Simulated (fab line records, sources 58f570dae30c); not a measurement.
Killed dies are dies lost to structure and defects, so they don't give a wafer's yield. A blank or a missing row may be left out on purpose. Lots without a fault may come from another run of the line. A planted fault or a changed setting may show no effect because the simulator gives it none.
fab line records | flow berkeley_cmos170
record lots=5 wafers=15 last_day=12
route steps=331 shown M2@273 V2@292 M3@309
lots that met no fault: from a run of the same line without faults
start_h: hours from the record's first day to the start of the lot's first wafer shown | wait_h: hours since the lot's step before | " the same as in the row above | L1.1+2: a row that stands for several wafers | - no value, or no start given | * or withheld: withheld | < > ~ a bound
route shown NAME@n: a module of which the file shows steps, and the number in the route of the first | usual: mean/standard deviation of fault-free wafers | same: alike in all rows | chamber/n: place in a boat | sites: the reading at each site | _std_site: their standard deviation | _edge_site: outer sites' mean less inner sites' | radius_mm: how far each site lies from the wafer's centre | mask NAME#n: copy n | behind: the tool/chamber that last shaped the wafer | hold: why the lot was held/for how many hours/how that ended | device: the transistor (n, p or np) that didn't switch | end of line: the same wafers' tests at the end of the route | a step without rows: its recipe alone | killed: dies lost to structure and defects at the first sort, not the wafer's yield | map: a wafer's dies, x killed, . not, _ none there
set.NAME: the setting as run; set.NAME@STEP: as run at that earlier step | model.NAME: the simulator's own value behind a step, which no gauge read
lots at some steps of the route; a table a step, a row a wafer
services: from which hour (start_h, from the record's first day; less than 0 if before it) a tool's chamber was out of use, for how many hours, and why
## steps
# step UCB170_M2_RS_MEAS_02
# recipe thk_meas_gauge=four-point-probe reads=Al_of_M2_SPUTTER_01
# usual M2_AL_RS=0.03224/0.00027
# columns lot.wafer tool chamber start_h wait_h M2_AL_RS[ohm/sq]
L076.1 film_metro-01 - 207.53 0.0 0.03227
L076.3 " - " " 0.03209
L076.6 " - " " 0.03194
L080.1 film_metro-02 - 216.91 0.0 0.03205
L080.5 " - " " 0.0321
L080.6 " - " " 0.03242
L083.3 film_metro-03 - 228.28 0.1 0.03227
L083.4 " - " " 0.03211
L083.6 " - " " 0.03214
L086.2 film_metro-02 - 241.56 0.1 0.03232
L086.4 " - " " 0.03228
L086.5 " - " " 0.03213
L088.2 film_metro-03 - 268.13 0.1 0.03222
L088.5 " - " " 0.03217
L088.6 " - " " 0.03219
# step UCB170_M2_THK_MEAS_03
# recipe thk_meas_gauge=xrf reads=Al_of_M2_SPUTTER_01
# usual M2_AL_THK=887/8.5
# columns lot.wafer tool chamber start_h wait_h M2_AL_THK[nm]
L076.1 film_metro-01 - 207.65 0.1 893
L076.3 " - " " 894
L076.6 " - " " 906
L080.1 film_metro-02 - 217.03 0.1 888
L080.5 " - " " 886
L080.6 " - " " 873
L083.3 film_metro-03 - 228.38 0.1 890
L083.4 " - " " 892
L083.6 " - " " 894
L086.2 film_metro-02 - 241.67 0.1 879
L086.4 " - " " 873
L086.5 " - " " 882
L088.2 film_metro-03 - 268.24 0.1 887
L088.5 " - " " 893
L088.6 " - " " 884
# step UCB170_M2_HMDS_04
# recipe prime_time_s=60 prime_temp_c=100
# columns lot.wafer tool chamber start_h wait_h
L076.1+3+6 litho_track-01 0 207.92 0.3
L080.1+5+6 litho_track-01 0 217.09 0.1
L083.3+4+6 litho_track-04 0 228.47 0.1
L086.2+4+5 litho_track-03 0 241.74 0.1
L088.2+5+6 litho_track-04 0 268.31 0.1
# step UCB170_M2_COAT_05
# recipe resist=KrF spin_rpm=1500 resist_thk_nm=900
# usual spin_speed_rpm=1500.3/0.99
# columns lot.wafer tool chamber start_h wait_h spin_speed_rpm
L076.1 litho_track-01 0 208.07 0.1 1502.1
L076.3 " 0 " " 1500.2
L076.6 " 0 " " 1499.0
L080.1 litho_track-01 0 217.24 0.1 1500.2
L080.5 " 0 " " 1500.0
L080.6 " 0 " " 1500.1
L083.3 litho_track-04 0 228.62 0.1 1500.9
L083.4 " 0 " " 1501.0
L083.6 " 0 " " 1501.4
L086.2 litho_track-03 0 241.89 0.1 1499.6
L086.4 " 0 " " 1499.8
L086.5 " 0 " " 1499.4
L088.2 litho_track-04 0 268.46 0.1 1498.9
L088.5 " 0 " " 1499.4
L088.6 " 0 " " 1498.8
# step UCB170_M2_SOFTBAKE_06
# recipe resist=KrF temp_c=130 time_s=60
# columns lot.wafer tool chamber start_h wait_h
L076.1+3+6 litho_track-01 0 208.22 0.1
L080.1+5+6 litho_track-01 0 217.39 0.1
L083.3+4+6 litho_track-04 0 228.77 0.1
L086.2+4+5 litho_track-03 0 242.04 0.1
L088.2+5+6 litho_track-04 0 268.61 0.1
# step UCB170_M2_STRIP_07
# recipe chemistry=O2 power_w=400 pressure_mtorr=3500 platen_temp_c=withheld o2_flow_sccm=400 overash_fraction=0.5
# usual chamber_pressure_mTorr=3500/3.1 drypump_motor_current_A=6.23/0.23 oes_product_au=0.734/0.0039 strip_time_to_endpoint_s=21.95/0.075
# same overash_fraction=0.5
# columns lot.wafer tool chamber start_h wait_h chamber_pressure_mTorr drypump_motor_current_A oes_product_au rf_hours_counter_h strip_time_to_endpoint_s
L076.1 plasma_asher-01 0 208.37 0.1 3496 6.28 0.732 43 22.04
L076.3 " 1 " " 3497 6.24 0.736 - 22.00
L076.6 " 0 " " 3503 6.29 0.742 - 22.02
L080.1 plasma_asher-03 1 217.54 0.1 3500 5.88 0.737 10 21.90
L080.5 " 1 " " 3502 5.86 0.727 - 21.91
L080.6 " 0 " " 3500 6.56 0.737 - 21.94
L083.3 plasma_asher-01 0 228.90 0.1 3497 6.27 0.742 - 21.95
L083.4 " 1 " " 3500 6.24 0.733 - 21.99
L083.6 " 0 " " 3507 6.28 0.735 - 21.94
L086.2 plasma_asher-03 1 242.17 0.1 3492 5.88 0.732 13 21.81
L086.4 " 1 " " 3500 5.89 0.736 - 21.90
L086.5 " 0 " " 3501 6.51 0.738 - 21.80
L088.2 plasma_asher-01 0 268.78 0.1 3502 6.30 0.738 49 22.03
L088.5 " 1 " " 3503 6.25 0.735 - 22.06
L088.6 " 0 " " 3500 6.27 0.729 - 22.09
# step UCB170_M2_STRIP_08
# recipe chemistry=DMSO temp_c=80 time_s=600 material=KrF
# columns lot.wafer tool chamber start_h wait_h
L076.1+3+6 wet_bench-04 0 208.47 0.1
L080.1+5+6 wet_bench-03 0 217.64 0.1
L083.3+4+6 wet_bench-03 0 228.97 0.0
L086.2+4+5 wet_bench-03 0 242.27 0.1
L088.2+5+6 wet_bench-01 3 268.88 0.1
# step UCB170_M2_COAT_09
# recipe resist=BARC temp_c=withheld time_s=withheld spin_rpm=3000 resist_thk_nm=withheld
# usual spin_speed_rpm=3000.0/1.7
# columns lot.wafer tool chamber start_h wait_h spin_speed_rpm
L076.1 litho_track-01 0 208.66 0.0 2999.3
L076.3 " 0 " " 2997.8
L076.6 " 0 " " 2999.0
L080.1 litho_track-01 0 218.04 0.2 3002.0
L080.5 " 0 " " 3001.5
L080.6 " 0 " " 3003.1
L083.3 litho_track-03 0 229.21 0.1 2999.5
L083.4 " 0 " " 2998.7
L083.6 " 0 " " 3001.5
L086.2 litho_track-03 0 242.48 0.0 2998.6
L086.4 " 0 " " 2999.5
L086.5 " 0 " " 2999.9
L088.2 litho_track-04 0 269.21 0.2 3000.2
L088.5 " 0 " " 2996.6
L088.6 " 0 " " 3000.3
# step UCB170_M2_COAT_10
# recipe resist=KrF spin_rpm=1500 resist_thk_nm=900
# usual spin_speed_rpm=1500.0/0.98
# columns lot.wafer tool chamber start_h wait_h spin_speed_rpm
L076.1 litho_track-01 0 - - 1498.5
L076.3 " 0 " " 1497.7
L076.6 " 0 " " 1500.4
L080.1 litho_track-01 0 - - 1499.6
L080.5 " 0 " " 1500.0
L080.6 " 0 " " 1499.4
L083.3 litho_track-03 0 - - 1500.8
L083.4 " 0 " " 1499.9
L083.6 " 0 " " 1499.9
L086.2 litho_track-03 0 - - 1501.2
L086.4 " 0 " " 1500.3
L086.5 " 0 " " 1500.0
L088.2 litho_track-04 0 - - 1501.0
L088.5 " 0 " " 1499.8
L088.6 " 0 " " 1501.3
# step UCB170_M2_SOFTBAKE_11
# recipe resist=KrF temp_c=130 time_s=60
# columns lot.wafer tool chamber start_h wait_h
L076.1+3+6 litho_track-01 0 - -
L080.1+5+6 litho_track-01 0 - -
L083.3+4+6 litho_track-03 0 - -
L086.2+4+5 litho_track-03 0 - -
L088.2+5+6 litho_track-04 0 - -
# step UCB170_M2_EXPOSE_12
# recipe mask_id=METAL2 target_cd_nm=700 na=0.5 sigma_outer=0.6 source_shape=conventional dose_mj=26
# columns lot.wafer tool chamber start_h wait_h mask
L076.1+3+6 krf_scanner-01 0 209.24 - METAL2#0
L080.1+5+6 krf_scanner-01 0 218.49 - METAL2#0
L083.3+4+6 krf_scanner-01 0 229.77 - METAL2#0
L086.2+4+5 krf_scanner-02 0 243.05 - METAL2#0
L088.2+5+6 krf_scanner-01 0 269.93 - METAL2#0
# step UCB170_M2_PEB_13
# recipe peb_temp_c=130 peb_time_s=withheld resist=KrF
# columns lot.wafer tool chamber start_h wait_h
L076.1+3+6 litho_track-01 0 209.35 0.1
L080.1+5+6 litho_track-03 0 218.89 0.4
L083.3+4+6 litho_track-04 0 229.90 0.1
L086.2+4+5 litho_track-01 0 243.29 0.2
L088.2+5+6 litho_track-03 0 270.06 0.1
# step UCB170_M2_DEVELOP_14
# recipe developer=TMAH develop_time_s=45 resist=KrF dev_temp_c=21
# usual developer_temp_C=20.99/0.1
# columns lot.wafer tool chamber start_h wait_h developer_temp_C
L076.1 litho_track-01 0 - - 21.06
L076.3 " 0 " " 21.17
L076.6 " 0 " " 21.09
L080.1 litho_track-03 0 - - 21.03
L080.5 " 0 " " 21.00
L080.6 " 0 " " 20.84
L083.3 litho_track-04 0 - - 21.17
L083.4 " 0 " " 21.02
L083.6 " 0 " " 21.00
L086.2 litho_track-01 0 - - 21.00
L086.4 " 0 " " 20.97
L086.5 " 0 " " 20.97
L088.2 litho_track-03 0 - - 21.02
L088.5 " 0 " " 20.86
L088.6 " 0 " " 21.04
# step UCB170_M2_CD_MEAS_15
# recipe target_cd_nm=700
# usual cd_nm=700.3/1.3
# columns lot.wafer tool chamber start_h wait_h cd_nm
L076.1 cd_sem-02 - 209.63 - 701.8
L076.3 " - " " 701.5
L076.6 " - " " 701.2
L080.1 cd_sem-02 - 219.16 - 700.2
L080.5 " - " " 699.6
L080.6 " - " " 699.6
L083.3 cd_sem-01 - 230.17 - 701.7
L083.4 " - " " 702.8
L083.6 " - " " 702.8
L086.2 cd_sem-02 - 243.56 - 697.8
L086.4 " - " " 698.6
L086.5 " - " " 698.8
L088.2 cd_sem-02 - 270.33 - 702.0
L088.5 " - " " 701.1
L088.6 " - " " 701.0
# step UCB170_M2_OVL_MEAS_16
# usual M2_OVL=2/5.5
# columns lot.wafer tool chamber start_h wait_h M2_OVL[nm]
L076.1 overlay-01 - 209.75 0.1 2
L076.3 " - " " 1
L076.6 " - " " 7
L080.1 overlay-02 - 219.28 0.1 1
L080.5 " - " " 2
L080.6 " - " " 5
L083.3 overlay-01 - 230.26 0.1 5
L083.4 " - " " 3
L083.6 " - " " 4
L086.2 overlay-02 - 243.67 0.1 5
L086.4 " - " " -1
L086.5 " - " " 5
L088.2 overlay-02 - 270.43 0.1 2
L088.5 " - " " -2
L088.6 " - " " 2
# step UCB170_M2_ETCH_17
# recipe chemistry=N2/H2 target_depth_a=withheld overetch_a=withheld target=BARC time_s=withheld source_w=500 bias_w=100 pressure_mtorr=30 n2_flow_sccm=100 h2_flow_sccm=200
# usual chamber_pressure_mTorr=30.00/0.033 drypump_motor_current_A=5.7/0.51 oes_product_au=1.004/0.013 throttle_valve_pct=13.22/0.17
# columns lot.wafer tool chamber start_h wait_h chamber_pressure_mTorr drypump_motor_current_A oes_product_au throttle_valve_pct
L076.1 rie_diel-04 1 209.78 0.0 30.01 5.0 1.011 13.26
L076.3 " 2 " " 29.99 5.7 0.991 13.10
L076.6 " 2 " " 29.97 5.7 0.989 13.10
L080.1 rie_diel-02 2 219.32 0.0 30.05 6.1 1.000 13.56
L080.5 " 3 " " 30.03 6.3 1.016 13.11
L080.6 " 2 " " 29.98 6.1 1.002 13.55
L083.3 rie_diel-02 2 230.28 0.0 30.00 6.1 0.999 13.56
L083.4 " 0 " " 30.04 5.5 0.999 13.10
L083.6 " 1 " " 29.99 5.9 1.011 13.23
L086.2 rie_diel-02 2 243.70 0.0 29.98 6.2 1.003 13.57
L086.4 " 3 " " 30.04 6.3 1.016 13.11
L086.5 " 0 " " 30.02 5.5 0.987 13.11
L088.2 rie_diel-03 3 270.46 0.0 29.97 4.9 1.011 13.32
L088.5 " 1 " " 29.94 5.2 0.986 13.24
L088.6 " 2 " " 29.99 5.4 1.007 13.02
# step UCB170_M2_METAL_ETCH_18
# recipe chemistry=Cl2/BCl3 target=Al stop_on=SiO2 pressure_mtorr=12 target_depth_a=11700 over_etch_frac=0.3 time_s=195 icp_w=600 bias_w=120 Cl2_flow_sccm=90 bcl3_flow_sccm=45
# usual chamber_pressure_mTorr=12.001/0.011 drypump_motor_current_A=5.44/0.3 oes_product_au=0.855/0.013 throttle_valve_pct=24.31/0.17
# columns lot.wafer tool chamber start_h wait_h chamber_pressure_mTorr drypump_motor_current_A oes_product_au rf_hours_counter_h throttle_valve_pct
L076.1 rie_metal-04 1 209.83 - 11.988 5.67 0.875 13 24.31
L076.3 " 1 " " 11.983 5.69 0.869 - 24.30
L076.6 " 1 " " 12.000 5.69 0.862 - 24.31
L080.1 rie_metal-02 0 219.36 - 11.981 5.43 0.850 8 24.05
L080.5 " 0 " " 12.016 5.43 0.863 - 24.05
L080.6 " 1 " " 11.996 5.10 0.864 - 24.26
L083.3 rie_metal-02 1 230.39 - 11.986 5.06 0.872 - 24.25
L083.4 " 0 " " 12.004 5.44 0.856 - 24.07
L083.6 " 1 " " 11.989 5.03 0.877 - 24.26
L086.2 rie_metal-02 1 243.74 - 12.001 5.08 0.880 4 24.25
L086.4 " 1 " " 11.988 5.07 0.872 - 24.27
L086.5 " 1 " " 12.007 5.08 0.871 - 24.27
L088.2 rie_metal-04 0 270.57 - 12.016 5.08 0.852 - 24.60
L088.5 " 0 " " 12.014 5.13 0.844 - 24.60
L088.6 " 0 " " 12.004 5.12 0.843 - 24.62
# step UCB170_M2_STRIP_19
# recipe chemistry=O2 power_w=400 pressure_mtorr=3500 platen_temp_c=withheld o2_flow_sccm=400 overash_fraction=0.5
# usual chamber_pressure_mTorr=3499.9/2.8 drypump_motor_current_A=6.22/0.24 oes_product_au=0.540/0.013
# same overash_fraction=0.5
# columns lot.wafer tool chamber start_h wait_h chamber_pressure_mTorr drypump_motor_current_A oes_product_au rf_hours_counter_h
L076.1 plasma_asher-04 0 210.01 0.1 3499.8 6.36 0.549 56
L076.3 " 1 " " 3500.6 6.05 0.540 -
L076.6 " 1 " " 3501.1 6.06 0.549 -
L080.1 plasma_asher-01 1 219.55 0.1 3494.1 6.23 0.531 44
L080.5 " 1 " " 3496.0 6.24 0.530 -
L080.6 " 0 " " 3501.7 6.28 0.548 -
L083.3 plasma_asher-04 0 230.55 0.1 3501.5 6.38 0.536 -
L083.4 " 1 " " 3497.1 6.03 0.537 -
L083.6 " 1 " " 3494.4 6.04 0.541 -
L086.2 plasma_asher-01 0 243.93 0.1 3500.3 6.29 0.553 47
L086.4 " 1 " " 3504.2 6.25 0.537 -
L086.5 " 0 " " 3500.7 6.28 0.536 -
L088.2 plasma_asher-03 1 270.88 0.2 3497.4 5.88 0.519 15
L088.5 " 0 " " 3504.4 6.55 0.520 -
L088.6 " 1 " " 3493.7 5.87 0.520 -
# step UCB170_M2_CD_MEAS_90
# recipe target_cd_nm=700
# usual cd_nm=699.0/2.7
# columns lot.wafer tool chamber start_h wait_h cd_nm
L076.1 cd_sem-01 - 210.11 0.1 696.3
L076.3 " - " " 699.9
L076.6 " - " " 697.7
L080.1 cd_sem-02 - 219.69 0.1 698.5
L080.5 " - " " 697.0
L080.6 " - " " 701.0
L083.3 cd_sem-02 - 230.65 0.1 699.9
L083.4 " - " " 698.0
L083.6 " - " " 701.7
L086.2 cd_sem-01 - 244.05 0.1 700.7
L086.4 " - " " 705.1
L086.5 " - " " 702.4
L088.2 cd_sem-02 - 271.00 0.1 701.2
L088.5 " - " " 697.3
L088.6 " - " " 697.1
# step UCB170_V2_CVD_00
# recipe material=SiO2 target_thk_nm=2000 temp_c=390 precursor=TEOS/O2 time_s=250 rf_w=550 pressure_mtorr=9000
# usual heater_power_w=222/45
# columns lot.wafer tool chamber start_h wait_h heater_power_w since_wet_clean_h
L076.1 pecvd-01 2 210.23 0.1 199 182
L076.3 " 1 " " 213 182
L076.6 " 2 " " 141 -
L080.1 pecvd-01 2 219.81 0.1 221 191
L080.5 " 1 " " 184 -
L080.6 " 0 " " 168 -
L083.3 pecvd-04 0 230.73 0.1 212 81
L083.4 " 0 " " 279 -
L083.6 " 1 " " 189 -
L086.2 pecvd-04 0 244.15 0.1 280 95
L086.4 " 1 " " 184 -
L086.5 " 0 " " 201 -
L088.2 pecvd-03 1 271.10 0.1 280 15
L088.5 " 1 " " 222 -
L088.6 " 2 " " 237 -
# step UCB170_V2_THK_MEAS_01
# recipe reads=SiO2_of_V2_CVD_00
# usual V2_TEOS_THK=2001/22
# columns lot.wafer tool chamber start_h wait_h V2_TEOS_THK[nm]
L076.1 film_metro-03 - 210.39 0.1 2008
L076.3 " - " " 1999
L076.6 " - " " 2011
L080.1 film_metro-03 - 219.96 0.1 1996
L080.5 " - " " 2013
L080.6 " - " " 2030
L083.3 film_metro-03 - 230.91 0.1 1986
L083.4 " - " " 2046
L083.6 " - " " 2000
L086.2 film_metro-03 - 244.31 0.1 1979
L086.4 " - " " 1995
L086.5 " - " " 2008
L088.2 film_metro-03 - 271.26 0.1 1977
L088.5 " - " " 2015
L088.6 " - " " 1988
# step UCB170_V2_CMP_02
# recipe material=SiO2 down_force_psi=6 platen_rpm=60 pad_velocity_m_s=0.75398
# usual motor_current_A=16.5/1.8 platen_rpm=60.00/0.044 slurry_filter_dp_kPa=13.52/0.13
# columns lot.wafer tool chamber start_h wait_h motor_current_A platen_rpm slurry_filter_dp_kPa
L076.1 cmp-02 3 210.45 0.1 15.8 60.04 13.42
L076.3 " 1 " " 15.5 60.02 13.43
L076.6 " 3 " " 15.7 59.99 13.46
L080.1 cmp-02 1 220.12 0.1 15.7 60.08 13.28
L080.5 " 3 " " 16.6 60.00 13.61
L080.6 " 0 " " 13.4 60.03 13.57
L083.3 cmp-01 2 230.95 0.0 20.5 60.01 13.51
L083.4 " 3 " " 16.6 59.97 13.43
L083.6 " 2 " " 20.5 59.98 13.34
L086.4 cmp-02 1 244.36 0.0 16.2 60.00 13.58
L086.2 " 0 " " 13.7 60.00 13.24
L086.5 " 2 " " 15.3 60.02 13.53
L088.2 cmp-02 0 271.31 0.0 14.2 60.02 13.56
L088.6 " 0 " " 14.2 59.99 13.38
L088.5 " 1 " " 15.3 59.92 13.50
# step UCB170_V2_BOW_MEAS_03
# recipe mode=bow
# usual V2_BOW=37/6.7
# columns lot.wafer tool chamber start_h wait_h V2_BOW[um]
L076.1 film_metro-03 - 210.75 0.2 38
L076.3 " - " " 33
L076.6 " - " " 39
L080.1 film_metro-04 - 220.32 0.1 28
L080.5 " - " " 34
L080.6 " - " " 29
L083.3 film_metro-01 - 231.29 0.3 40
L083.4 " - " " 38
L083.6 " - " " 39
L086.2 film_metro-04 - 244.68 0.1 53
L086.4 " - " " 48
L086.5 " - " " 37
L088.2 film_metro-04 - 271.63 0.3 38
L088.5 " - " " 35
L088.6 " - " " 31
# step UCB170_V2_THK_MEAS_04
# recipe reads=SiO2_of_V2_CVD_00
# usual V2_POLISHED_THK=999.3/1.1
# columns lot.wafer tool chamber start_h wait_h V2_POLISHED_THK[nm]
L076.1 film_metro-03 - 210.87 0.1 1000.3
L076.3 " - " " 998.9
L076.6 " - " " 1000.7
L080.1 film_metro-04 - 220.44 0.1 998.2
L080.5 " - " " 999.7
L080.6 " - " " 1000.0
L083.3 film_metro-01 - 231.39 0.1 998.3
L083.4 " - " " 998.1
L083.6 " - " " 998.5
L086.2 film_metro-04 - 244.79 0.1 999.7
L086.4 " - " " 1000.3
L086.5 " - " " 998.4
L088.2 film_metro-04 - 271.74 0.1 998.6
L088.5 " - " " 998.4
L088.6 " - " " 999.9
# step UCB170_V2_CLEAN_05
# recipe chemistry=DIW
# columns lot.wafer tool chamber start_h wait_h
L076.1+3+6 wet_bench-03 2 210.93 0.1
L080.1+5+6 wet_bench-02 3 220.50 0.1
L083.3+4+6 wet_bench-03 0 231.43 0.0
L086.2+4+5 wet_bench-03 0 244.84 0.0
L088.2+5+6 wet_bench-01 0 271.79 0.0
# step UCB170_V2_HMDS_06
# recipe prime_time_s=60 prime_temp_c=100
# columns lot.wafer tool chamber start_h wait_h
L076.1+3+6 litho_track-03 0 211.55 0.4
L080.1+5+6 litho_track-03 0 220.86 0.2
L083.3+4+6 litho_track-03 0 231.67 0.1
L086.2+4+5 litho_track-02 0 245.47 0.4
L088.2+5+6 litho_track-03 0 271.99 0.0
# step UCB170_V2_COAT_07
# recipe resist=KrF spin_rpm=1500 resist_thk_nm=900
# usual spin_speed_rpm=1500.0/1.1
# columns lot.wafer tool chamber start_h wait_h spin_speed_rpm
L076.1 litho_track-03 0 211.70 0.1 1499.1
L076.3 " 0 " " 1499.2
L076.6 " 0 " " 1501.7
L080.1 litho_track-03 0 221.01 0.1 1499.8
L080.5 " 0 " " 1499.2
L080.6 " 0 " " 1501.0
L083.3 litho_track-03 0 231.82 0.1 1499.8
L083.4 " 0 " " 1500.9
L083.6 " 0 " " 1501.1
L086.2 litho_track-02 0 245.62 0.1 1500.8
L086.4 " 0 " " 1498.6
L086.5 " 0 " " 1502.0
L088.2 litho_track-03 0 272.14 0.1 1501.2
L088.5 " 0 " " 1501.1
L088.6 " 0 " " 1500.1
# step UCB170_V2_SOFTBAKE_08
# recipe resist=KrF temp_c=130 time_s=60
# columns lot.wafer tool chamber start_h wait_h
L076.1+3+6 litho_track-03 0 211.85 0.1
L080.1+5+6 litho_track-03 0 221.16 0.1
L083.3+4+6 litho_track-03 0 231.97 0.1
L086.2+4+5 litho_track-02 0 245.77 0.1
L088.2+5+6 litho_track-03 0 272.29 0.1
# step UCB170_V2_EXPOSE_09
# recipe mask_id=VIA2 target_cd_nm=700 na=0.5 sigma_outer=0.6 source_shape=conventional dose_mj=37
# columns lot.wafer tool chamber start_h wait_h mask
L076.1+3+6 krf_scanner-02 0 212.00 0.1 VIA2#0
L080.1+5+6 krf_scanner-02 0 221.44 0.2 VIA2#0
L083.3+4+6 krf_scanner-01 0 232.23 0.2 VIA2#0
L086.2+4+5 krf_scanner-02 0 246.07 0.3 VIA2#0
L088.2+5+6 krf_scanner-01 0 272.44 0.1 VIA2#0
# step UCB170_V2_PEB_10
# recipe peb_temp_c=130 peb_time_s=withheld resist=KrF
# columns lot.wafer tool chamber start_h wait_h
L076.1+3+6 litho_track-03 0 212.55 0.5
L080.1+5+6 litho_track-04 0 221.55 0.1
L083.3+4+6 litho_track-03 0 232.57 0.3
L086.2+4+5 litho_track-03 0 246.28 0.2
L088.2+5+6 litho_track-03 0 272.56 0.1
# step UCB170_V2_DEVELOP_11
# recipe developer=TMAH develop_time_s=45 resist=KrF dev_temp_c=21
# usual developer_temp_C=20.99/0.1
# columns lot.wafer tool chamber start_h wait_h developer_temp_C
L076.1 litho_track-03 0 - - 20.95
L076.3 " 0 " " 20.93
L076.6 " 0 " " 20.96
L080.1 litho_track-04 0 - - 21.05
L080.5 " 0 " " 21.00
L080.6 " 0 " " 20.84
L083.3 litho_track-03 0 - - 21.03
L083.4 " 0 " " 20.98
L083.6 " 0 " " 20.92
L086.2 litho_track-03 0 - - 20.97
L086.4 " 0 " " 20.98
L086.5 " 0 " " 21.01
L088.2 litho_track-03 0 - - 21.03
L088.5 " 0 " " 21.03
L088.6 " 0 " " 20.71
# step UCB170_V2_CD_MEAS_12
# recipe target_cd_nm=700
# usual cd_nm=700.1/1.4
# columns lot.wafer tool chamber start_h wait_h cd_nm
L076.1 cd_sem-02 - 212.85 - 700.7
L076.3 " - " " 699.2
L076.6 " - " " 699.4
L080.1 cd_sem-01 - 221.83 - 702.0
L080.5 " - " " 701.5
L080.6 " - " " 701.2
L083.3 cd_sem-01 - 232.83 - 698.6
L083.4 " - " " 698.5
L083.6 " - " " 699.5
L086.2 cd_sem-02 - 246.55 - 697.2
L086.4 " - " " 698.2
L086.5 " - " " 697.1
L088.2 cd_sem-02 - 272.83 - 698.0
L088.5 " - " " 697.8
L088.6 " - " " 698.8
# step UCB170_V2_OVL_MEAS_13
# usual V2_OVL=3/4.8
# columns lot.wafer tool chamber start_h wait_h V2_OVL[nm]
L076.1 overlay-02 - 212.97 0.1 7
L076.3 " - " " -1
L076.6 " - " " 1
L080.1 overlay-01 - 221.95 0.1 -2
L080.5 " - " " 4
L080.6 " - " " 7
L083.3 overlay-01 - 232.93 0.1 4
L083.4 " - " " 8
L083.6 " - " " 9
L086.2 overlay-01 - 246.66 0.1 -9
L086.4 " - " " -1
L086.5 " - " " -3
L088.2 overlay-01 - 272.94 0.1 -4
L088.5 " - " " 6
L088.6 " - " " 10
# step UCB170_V2_ETCH_14
# recipe chemistry=CHF3/CF4/Ar target=SiO2 stop_on=Al CHF3_flow_sccm=45 cf4_flow_sccm=15 Ar_flow_sccm=150 pressure_mtorr=200 rf_w=700 target_depth_a=12500 over_etch_frac=0.25 time_s=291
# usual chamber_pressure_mTorr=199.99/0.19 drypump_motor_current_A=5.9/0.48 oes_product_au=0.876/0.011 throttle_valve_pct=6.93/0.11
# columns lot.wafer tool chamber start_h wait_h chamber_pressure_mTorr drypump_motor_current_A oes_product_au rf_hours_counter_h throttle_valve_pct
L076.1 rie_diel-01 2 213.00 0.0 199.96 5.9 0.876 7 6.91
L076.3 " 1 " " 200.03 5.8 0.876 86 7.10
L076.6 " 0 " " 200.28 6.8 0.857 - 6.99
L080.1 rie_diel-01 2 221.99 0.0 200.07 5.9 0.884 8 6.91
L080.5 " 2 " " 200.15 5.9 0.875 - 6.89
L080.6 " 1 " " 199.73 5.8 0.867 - 7.10
L083.3 rie_diel-02 0 232.95 0.0 199.98 5.5 0.878 135 6.79
L083.4 " 3 " " 199.84 6.3 0.896 18 6.85
L083.6 " 2 " " 199.70 6.1 0.886 - 7.15
L086.2 rie_diel-03 2 246.69 0.0 199.76 5.3 0.865 28 6.77
L086.4 " 3 " " 199.97 4.9 0.886 22 6.97
L086.5 " 3 " " 200.04 4.9 0.893 - 6.96
L088.2 rie_diel-02 3 272.97 0.0 199.58 6.3 0.896 20 6.86
L088.5 " 3 " " 199.84 6.3 0.895 - 6.85
L088.6 " 2 " " 200.00 6.1 0.881 - 7.14
# step UCB170_V2_STRIP_15
# recipe chemistry=O2 power_w=400 pressure_mtorr=3500 platen_temp_c=withheld o2_flow_sccm=400 overash_fraction=0.5
# usual chamber_pressure_mTorr=3500/3.5 drypump_motor_current_A=6.13/0.23 oes_product_au=0.721/0.0047 strip_time_to_endpoint_s=15.31/0.089
# same overash_fraction=0.5
# columns lot.wafer tool chamber start_h wait_h chamber_pressure_mTorr drypump_motor_current_A oes_product_au rf_hours_counter_h strip_time_to_endpoint_s
L076.1 plasma_asher-02 0 213.18 0.1 3498 6.22 0.720 42 15.23
L076.3 " 0 " " 3503 6.23 0.727 - 15.29
L076.6 " 0 " " 3496 6.22 0.721 - 15.19
L080.1 plasma_asher-01 0 222.16 0.1 3503 6.27 0.725 44 15.24
L080.5 " 1 " " 3501 6.21 0.729 - 15.28
L080.6 " 0 " " 3500 6.26 0.716 - 15.17
L083.3 plasma_asher-01 1 233.16 0.1 3502 6.25 0.721 - 15.44
L083.4 " 0 " " 3496 6.28 0.726 - 15.33
L083.6 " 1 " " 3496 6.26 0.729 - 15.44
L086.2 plasma_asher-04 1 246.87 0.1 3500 6.04 0.714 60 15.28
L086.4 " 1 " " 3495 6.04 0.719 - 15.36
L086.5 " 1 " " 3502 6.06 0.727 - 15.41
L088.2 plasma_asher-01 0 273.14 0.1 3502 6.29 0.725 50 15.14
L088.5 " 0 " " 3500 6.29 0.727 - 15.29
L088.6 " 1 " " 3498 6.25 0.726 - 15.37
# step UCB170_V2_CD_MEAS_90
# recipe target_cd_nm=700
# usual cd_nm=700.2/1.4
# columns lot.wafer tool chamber start_h wait_h cd_nm
L076.1 cd_sem-02 - 213.28 0.1 700.3
L076.3 " - " " 699.6
L076.6 " - " " 700.0
L080.1 cd_sem-02 - 222.26 0.1 702.5
L080.5 " - " " 701.7
L080.6 " - " " 701.2
L083.3 cd_sem-02 - 233.27 0.1 698.5
L083.4 " - " " 698.8
L083.6 " - " " 699.5
L086.2 cd_sem-02 - 246.99 0.1 698.5
L086.4 " - " " 698.8
L086.5 " - " " 697.2
L088.2 cd_sem-02 - 273.26 0.1 698.0
L088.5 " - " " 698.1
L088.6 " - " " 698.3
# step UCB170_M3_PRE_CLEAN_00
# recipe gas=Ar preclean_etch_time_s=60
# columns lot.wafer tool chamber start_h wait_h
L076.1+3+6 pvd_sputter-04 - 213.40 0.1
L080.1+5+6 pvd_sputter-04 - 222.38 0.1
L083.3+4+6 pvd_sputter-01 - 233.35 0.1
L086.2+4+5 pvd_sputter-04 - 247.09 0.1
L088.2+5+6 pvd_sputter-04 - 273.36 0.1
## services
# columns tool chamber start_h hours kind
rie_metal-04 1 186.35 4.5 repair
rie_diel-03 1 186.50 8.4 repair
pvd_sputter-04 - 188.25 2.7 repair
krf_scanner-01 - 193.96 1.0 pm
pecvd-01 - 195.51 0.7 repair
krf_scanner-02 - 199.80 4.0 pm
rie_metal-02 - 204.04 10.0 pm
wet_bench-03 - 208.20 1.9 pm
cmp-01 - 213.52 1.8 repair
rie_diel-01 3 227.52 4.8 repair
cmp-02 - 232.00 4.0 pm
rie_diel-04 1 233.77 4.9 repair
cmp-02 - 241.81 2.2 repair
pecvd-03 - 242.50 14.0 pm
krf_scanner-01 - 245.31 0.8 pm
rie_diel-02 0 254.06 7.2 repair
pecvd-01 2 257.14 8.0 repair
krf_scanner-02 - 257.59 1.3 pm
cmp-01 - 259.29 1.9 repair
rie_diel-02 0 261.27 - clean
cmp-02 - 266.25 4.9 pm
rie_diel-01 1 266.59 7.8 repair
wet_bench-04 - 267.65 1.9 pm
cmp-02 - 273.03 0.7 repair
## key
fault none
